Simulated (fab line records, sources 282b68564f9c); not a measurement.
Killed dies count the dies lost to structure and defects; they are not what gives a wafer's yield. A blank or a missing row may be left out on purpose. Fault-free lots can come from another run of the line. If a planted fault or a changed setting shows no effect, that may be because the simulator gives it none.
Problem report, 8D (eight disciplines) form, completed by code -- flow rit_cmos -- the parts of the form that need people (team, actions taken, sign-off) are left out

1. PROBLEM STATEMENT
At RIT_M1_METAL_ETCH_12, run_length_s averages 152.1 s over 6 wafers from 2 lots, while fault-free wafers read 193.4 s, standard deviation 0.36. That is -99 or more standard deviations from the usual mean.
The step: etches Al in Cl2/BCl3, stops on SiO2, time 165 s, target depth 600 nm.
The first sign was on wafer L503.1 at day 5 16:51, on rie_metal-01. At this step, 42 wafers from 14 lots have a number in the record. Rule for "out" (also "out of limits"): further than 4 standard deviations from the usual mean. All remaining wafers that have a number are taken as sound.

2. WHAT IT IS; WHAT IT IS NOT
question,is,is not
which readings at this step,"run_length_s, oes_product_au","bcl3_flow_sccm, chamber_pressure_mTorr, drypump_motor_current_A, throttle_valve_pct"
which lots,"L503, L506","L493, L494, L495, L497, L498, L502, L508, L510, L511, L513, L514, L516"
which wafers of those lots,all that have a number,-
read on which tools,rie_metal-01,"rie_metal-02, rie_metal-04"
when,from day 5 16:51,"up to then (18 sound wafers); but 18 sound wafers of L508, L510, L511, L513, L514, L516 came after"

3. SUSPECTS, AND WHAT RULES EACH OUT
Counting: any tool at a process step up to the reading is kept as a suspect provided that every lot that is out went through it and no sound lot did after the first of them.
- rie_metal-01 at RIT_M1_METAL_ETCH_12 (etches Al in Cl2/BCl3, stops on SiO2, time 165 s, target depth 600 nm): kept. It processed each lot that is out, first L503 at day 5 16:51, and no sound lot thereafter; up to then, the last sound lot it processed was L497 at day 4 11:55. Its own oes_product_au, run_length_s readings are out on those wafers.
The count leaves rie_metal-01 at RIT_M1_METAL_ETCH_12.

4. THE CAUSE (what the simulator had put in)
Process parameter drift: rie_metal-01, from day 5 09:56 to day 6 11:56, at RIT_M1_METAL_ETCH_12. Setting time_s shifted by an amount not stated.
This tool alone remained once counting was done.

5. THE CHAIN OF EFFECTS, in route order
Rows list readings where the struck wafers' mean (over those with a number) sits beyond 3 standard deviations from the usual. Only readings whose record carries a usual standard deviation are examined. hours: median over the lots of the time between each lot's start at the first step of this table that gives one and its start at this step. sigmas: the change, counted in usual standard deviations.
hours,step,reading,usual,on struck wafers,change,sigmas
0,RIT_M1_METAL_ETCH_12,oes_product_au,0.777 a.u.,0.987,+0.210,+16
0,RIT_M1_METAL_ETCH_12,run_length_s,193.4 s,152.1,-41.3,-99 or more
It contains these process steps:
- RIT_M1_METAL_ETCH_12: etches Al in Cl2/BCl3, stops on SiO2, time 165 s, target depth 600 nm.

6. HOW IT WOULD HAVE BEEN CAUGHT EARLIER
7 hours passed between the start of the fault at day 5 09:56 and the first reading out of limits in this record, taken at day 5 16:51.
